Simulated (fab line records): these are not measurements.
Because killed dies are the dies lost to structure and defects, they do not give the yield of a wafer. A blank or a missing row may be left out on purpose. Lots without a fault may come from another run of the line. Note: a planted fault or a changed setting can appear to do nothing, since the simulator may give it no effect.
The same fault as seen by 2 desks + flow rit-cmos + every desk sees just its own numbers, and what lay behind them comes last

## THE TOOL OWNER'S DESK: lpcvd-02
The tool's own readings at RIT_SPACER_CVD_03 (deposits Si3N4 from SiH2Cl2/NH3, target thk 250 nm, time 3300 s): means of the sampled wafers that have a number, for each lot that ran on this tool. If a lot's mean is further than 4 standard deviations from the usual mean, the lot is out of limits and carries the mark OUT (the distance appears in the brackets).
Columns: A = susceptor-temp-C at RIT_SPACER_CVD_03, usual 810.0 C
| lot  | first seen here | A     |
|------|-----------------|-------|
| L733 | day 2 19:29     | 810.0 |
| L734 | day 3 02:56     | 810.1 |
| L746 | day 5 13:49     | 810.0 |
Result from this desk: across the 3 lots, nothing is out of limits.

## METROLOGY DESK
What the gauges read, lot by lot, whatever tool the lot ran on: means of the sampled wafers that have a number. If a lot's mean is further than 4 standard deviations from the usual mean, the lot is out of limits and carries the mark OUT (the distance appears in the brackets).
Columns: A = ACTIVE_NITRIDE_THK at RIT_ACTIVE_THK_MEAS_04, usual 150.2 nm; B = SPACER_NITRIDE_THK at RIT_SPACER_THK_MEAS_04, usual 250.3 nm
| lot  | first seen here | A     | B               |
|------|-----------------|-------|-----------------|
| L733 | day 1 13:32     | 151.0 | 252.6           |
| L734 | day 1 18:34     | 150.3 | 246.1           |
| L735 | day 2 00:04     | 149.8 | 248.6           |
| L736 | day 2 04:32     | 148.5 | 252.8           |
| L746 | day 4 07:19     | 150.5 | 165.6 (-34) OUT |
| L751 | day 5 07:32     | 151.2 | 251.4           |
| L752 | day 5 12:32     | 149.6 | 250.0           |
| L754 | day 5 22:40     | 149.7 | 246.9           |
| L756 | day 6 08:32     | 148.8 | 250.5           |
This desk reports L746 out of limits; the earliest was L746 at day 5 15:45 (SPACER_NITRIDE_THK at RIT_SPACER_THK_MEAS_04). Within limits: L733, L734, L735, L736, L751, L752, L754, L756.

## PUT TOGETHER
At day 5 15:45 the metrology desk could have sounded an alarm, on L746.
The desk of the tool owner found nothing out of limits.
The tool owner's desk has L746 on record, within its limits.
RIT_SPACER_CVD_03 was run on lpcvd-02 by each of the lots named.

## WHAT THE SIMULATOR PUT IN
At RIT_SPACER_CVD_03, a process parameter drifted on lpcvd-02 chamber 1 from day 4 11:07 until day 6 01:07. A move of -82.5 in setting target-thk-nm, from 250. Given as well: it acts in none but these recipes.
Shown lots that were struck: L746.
Time in hours between the start of the fault and the first out-of-limits reading at each desk: metrology desk, 29.
